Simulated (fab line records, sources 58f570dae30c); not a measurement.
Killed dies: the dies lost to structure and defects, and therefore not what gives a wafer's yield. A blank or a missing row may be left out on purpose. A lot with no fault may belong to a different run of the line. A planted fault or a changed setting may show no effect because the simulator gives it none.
One fault seen from 2 desks | flow berkeley-cmos170 | what lay behind the numbers comes last; until then each desk has only its own

THE METROLOGY DESK
What the gauges read, lot by lot, whatever tool the lot ran on: means of the sampled wafers that have a number. A lot is out of limits, marked OUT, if its mean lies more than 4 standard deviations from the usual mean; the brackets give that distance. It has 12 readings; the 7 that lie furthest out on some lot are the ones shown.
Columns: A = PLDD_RS at UCB170_SDANNEAL_RS_MEAS_04, usual 1031.9 ohm/sq; B = NLDD_RS at UCB170_SDANNEAL_RS_MEAS_05, usual 616.6 ohm/sq; C = SILICIDE_TI_RS at UCB170_SILICIDE_RS_MEAS_02, usual 25.27 ohm/sq; D = CONTACT_PSG_THK at UCB170_CONTACT_THK_MEAS_02, usual 698 nm; E = cd-nm at UCB170_CONTACT_CD_MEAS_15, usual 699.8 nm; F = CONTACT_OVL at UCB170_CONTACT_OVL_MEAS_16, usual 2 nm; G = cd-nm at UCB170_CONTACT_CD_MEAS_90, usual 699.5 nm
lot  | first seen here | A      | B     | C     | D   | E     | F | G
L925 | day 6 13:15     | 1026.7 | 615.9 | 24.92 | 697 | 701.3 | 9 | 700.0
L931 | day 7 17:41     | 1030.7 | 618.9 | 25.28 | 701 | 700.3 | 2 | 700.4
L936 | day 8 19:19     | 1033.1 | 615.5 | 25.24 | 723 | 701.1 | 9 | 700.0
L937 | day 9 09:37     | 1033.8 | 616.6 | 25.12 | 714 | 699.1 | 3 | 698.6
L941 | day 9 19:13     | 1032.1 | 617.6 | 25.20 | 687 | 701.1 | 9 | 700.7
L945 | day 10 12:54    | 1037.5 | 618.6 | 25.85 | 710 | 703.5 | 1 | 702.3
This desk's finding: nothing out of limits on any of the 6 lots.

FOR THE TOOL OWNER'S DESK: lpcvd-02
The tool's own readings at UCB170_CONTACT_CVD_01 (deposits PSG from SiH4/O2/PH3, target thk 700 nm, time 2820 s): means of the sampled wafers that have a number, for each lot that ran on this tool. A lot is out of limits, marked OUT, if its mean lies more than 4 standard deviations from the usual mean; the brackets give that distance.
Columns: A = ph3-flow-sccm at UCB170_CONTACT_CVD_01, usual 24.99 sccm; B = spike-tc-centre-C at UCB170_CONTACT_CVD_01, usual 452.9 C; C = spike-tc-load-C at UCB170_CONTACT_CVD_01, usual 469 C
lot  | first seen here | A               | B     | C
L925 | day 6 17:15     | 24.99           | 453.2 | 473
L936 | day 8 20:17     | 30.10 (+60) OUT | 453.1 | 474
L937 | day 9 10:39     | 29.91 (+58) OUT | 453.1 | 473
This desk's finding: out of limits on L936, L937; first on L936, day 8 20:17 (ph3-flow-sccm at UCB170_CONTACT_CVD_01). L925 stayed within limits.

TAKEN TOGETHER
At day 8 20:17, on L936, L937, the tool owner's desk was in a position to raise an alarm.
At the metrology desk, nothing out of limits was observed.
The metrology desk holds a record of L936, L937, inside its limits.
All the named lots went through UCB170_CONTACT_CVD_01 on lpcvd-02.

WHAT THE SIMULATOR HAD INSERTED
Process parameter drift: lpcvd-02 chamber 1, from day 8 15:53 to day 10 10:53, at UCB170_CONTACT_CVD_01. Setting ph3-flow-sccm shifted by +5 from 25.
Struck lots among those shown: L936, L937.
Each desk's first reading out of limits, in hours after the fault started: the tool owner's desk, 4.
